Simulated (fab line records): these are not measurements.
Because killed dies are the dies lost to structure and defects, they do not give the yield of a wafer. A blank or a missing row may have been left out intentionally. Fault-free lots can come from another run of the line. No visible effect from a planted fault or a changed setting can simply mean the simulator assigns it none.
Which tool was responsible? ; flow rit-cmos ; 13 lots, 39 wafers sampled, at 4 steps of a route of 202

WHAT THE GAUGES READ, wafer by wafer
RIT_FOX2_THK_MEAS_90. Usual: for FIELD_OXIDE_LEFT_1_THK the level is 309 nm and the standard deviation is 6.9.
lot;measured;on;FIELD_OXIDE_LEFT_1_THK (nm);flag
L851;day 1 22:59;film-metro-02;320 323 313;
L852;day 2 02:18;film-metro-02;316 316 318;
L853;day 2 07:26;film-metro-01;316 309 310;
L854;day 2 11:35;film-metro-01;313 316 315;
L857;day 3 05:05;film-metro-03;309 304 309;
L858;day 3 12:49;film-metro-02;305 303 307;
L860;day 4 01:06;film-metro-01;315 314 311;
L863;day 4 20:23;film-metro-02;313 315 309;
L864;day 4 23:55;film-metro-01;309 314 314;
L868;day 5 14:44;film-metro-03;304 301 307;
L869;day 6 02:41;film-metro-03;297 289 296;
L871;day 6 05:44;film-metro-01;302 303 302;
L873;day 6 15:34;film-metro-03;313 305 299;

RIT_M1_OVL_MEAS_10. Usual: for M1_OVL the level is 0.7 nm and the standard deviation is 1.4.
lot;measured;on;M1_OVL (nm);flag
L851;day 3 12:00;overlay-01;0.5 2.0 2.4;
L852;day 3 20:59;overlay-01;2.4 -1.1 1.2;
L853;day 4 01:20;overlay-02;-1.4 0.2 0.1;
L854;day 4 05:18;overlay-02;2.1 1.0 1.1;
L857;day 5 07:05;overlay-02;2.7 1.7 1.7;
L858;day 5 16:06;overlay-02;-2.3 0.4 -2.1;
L860;day 6 04:47;overlay-02;2.2 -0.4 2.5;
L863;day 6 19:22;overlay-01;1.2 -0.7 -0.4;
L864;day 7 01:23;overlay-02;1.5 -0.3 0.3;
L868;day 7 10:21;overlay-02;1.0 -0.2 -1.7;
L869;day 7 21:27;overlay-01;0.7 0.9 -1.3;
L871;day 7 23:11;overlay-01;2.4 1.7 3.4;
L873;day 8 11:55;overlay-01;0.1 2.0 0.4;

EACH LOT AND THE TOOL THAT RAN IT (in order: tool; ch and the chambers of the sampled wafers; start)
lot;RIT_ACTIVE_ETCH_13;RIT_GATE_ETCH_19
L851;rie-diel-03 ch 0,2,3, day 1 17:06;rie-si-01 ch 0,1,2, day 2 16:35
L852;rie-diel-02 ch 0,3, day 1 21:32;rie-si-02 ch 0,2,3, day 2 23:30
L853;rie-diel-01 ch 0,1, day 2 01:46;rie-si-01 ch 0,2,3, day 3 04:32
L854;rie-diel-01 ch 0,2,3, day 2 06:44;rie-si-02 ch 0,2,3, day 3 08:31
L857;rie-diel-03 ch 2,3, day 2 22:37;rie-si-01 ch 0,1,2, day 4 10:48
L858;rie-diel-01 ch 0,1,3, day 3 02:29;rie-si-02 ch 0,2,3, day 4 18:30
L860;rie-diel-03 ch 1,2, day 3 14:57;rie-si-02 ch 0,1,2, day 5 06:29
L863;rie-diel-01 ch 0,2,3, day 4 07:38;rie-si-01 ch 1,2,3, day 5 20:08
L864;rie-diel-02 ch 1,2, day 4 12:30;rie-si-01 ch 0,2,3, day 6 05:26
L868;rie-diel-01 ch 0,2, day 5 06:08;rie-si-01 ch 1,2,3, day 6 12:41
L869;rie-diel-01 ch 0,3, day 5 14:29;rie-si-01 ch 0,1,3, day 7 00:31
L871;rie-diel-02 ch 2,3, day 5 19:38;rie-si-01 ch 1,3, day 7 03:58
L873;rie-diel-02 ch 1,2,3, day 6 05:35;rie-si-01 ch 0,3, day 7 16:11
- RIT_ACTIVE_ETCH_13: etches Si3N4 in SF6, stops on SiO2, time 210 s, target depth 210 nm.
- RIT_GATE_ETCH_19: etches poly-Si in SF6/CHF3/O2, stops on SiO2, time 165 s, target depth 312.5 nm.

WHAT THE TOOLS THEMSELVES READ (means of the sampled wafers that have a number; where no wafer has one, the mark that the record gives instead)
RIT_ACTIVE_ETCH_13. Usual: drypump-motor-current-A 5.9 A, standard deviation 0.41; oes-product-au 0.828 a.u., standard deviation 0.014; run-length-s 238.3 s, standard deviation 0.49; throttle-valve-pct 7.57 %, standard deviation 0.056.
lot;tool;drypump-motor-current-A (A);oes-product-au (a.u.);run-length-s (s);throttle-valve-pct (%);flag
L851;rie-diel-03;6.1;0.814;238.1;7.56;
L852;rie-diel-02;5.3;0.838;238.5;7.59;
L853;rie-diel-01;6.0;0.842;238.1;7.52;
L854;rie-diel-01;6.0;0.830;238.3;7.52;
L857;rie-diel-03;6.2;0.819;238.6;7.55;
L858;rie-diel-01;6.0;0.851;238.4;7.56;
L860;rie-diel-03;5.8;0.821;238.0;7.60;
L863;rie-diel-01;6.0;0.823;238.5;7.53;
L864;rie-diel-02;5.9;0.829;238.9;7.64;
L868;rie-diel-01;6.0;0.821;238.1;7.51;
L869;rie-diel-01;6.0;0.848;238.3;7.51;
L871;rie-diel-02;5.7;0.839;238.9;7.53;
L873;rie-diel-02;5.8;0.830;238.8;7.59;

RIT_GATE_ETCH_19. Usual: O2_flow_sccm 5.000 sccm, standard deviation 0.014; drypump-motor-current-A 5.3 A, standard deviation 0.31; he-backside-leak-sccm 2.64 sccm, standard deviation 0.15; oes-product-au 0.870 a.u., standard deviation 0.016; run-length-s 193.4 s, standard deviation 0.54; throttle-valve-pct 10.19 %, standard deviation 0.13.
lot;tool;O2_flow_sccm (sccm);drypump-motor-current-A (A);he-backside-leak-sccm (sccm);oes-product-au (a.u.);run-length-s (s);throttle-valve-pct (%);flag
L851;rie-si-01;5.006;5.3;2.58;0.867;193.3;10.23;
L852;rie-si-02;4.988;5.6;2.69;0.863;193.3;10.13;
L853;rie-si-01;4.989;5.2;2.58;0.884;193.2;10.25;
L854;rie-si-02;5.007;5.7;2.63;0.877;193.3;10.13;
L857;rie-si-01;4.998;5.3;2.65;0.864;193.2;10.23;
L858;rie-si-02;4.991;5.6;2.77;0.869;193.3;10.12;
L860;rie-si-02;5.015;5.4;2.63;0.809;208.7;10.20;OFF
L863;rie-si-01;4.999;5.1;2.59;0.881;193.5;10.13;
L864;rie-si-01;4.992;5.2;2.58;0.884;193.3;10.25;
L868;rie-si-01;5.005;5.1;2.54;0.874;193.6;10.12;
L869;rie-si-01;4.997;5.2;2.54;0.881;193.1;10.18;
L871;rie-si-01;5.008;5.0;2.86;0.874;193.6;10.07;
L873;rie-si-01;4.997;5.1;2.51;0.879;193.2;10.18;

THE ANSWER, worked out from the rows above alone
Rule: take the mean of a lot's wafers that have a number; if it is more than 3 standard deviations from the usual mean, the lot is off. Also off: a lot with no number at a reading for which 4 or more lots have one. All remaining lots with rows at the step are treated as sound. After the gauges, taken in route order, come the tools' own readings; for these a lot's mean is taken, as printed above. The first step at which some lot is off is used, and at that step the reading that is off furthest; a lot without a number counts as furthest.
Off, at RIT_GATE_ETCH_19 on run-length-s: L860.
If a tool, at that step or one of the process steps before it, ran each lot that is off and ran no sound lot following the first of them, it fits. Can't be told from this: 2 tools fit, rie-diel-03 at RIT_ACTIVE_ETCH_13, rie-si-02 at RIT_GATE_ETCH_19.

WHAT THE SIMULATOR HAD INSERTED
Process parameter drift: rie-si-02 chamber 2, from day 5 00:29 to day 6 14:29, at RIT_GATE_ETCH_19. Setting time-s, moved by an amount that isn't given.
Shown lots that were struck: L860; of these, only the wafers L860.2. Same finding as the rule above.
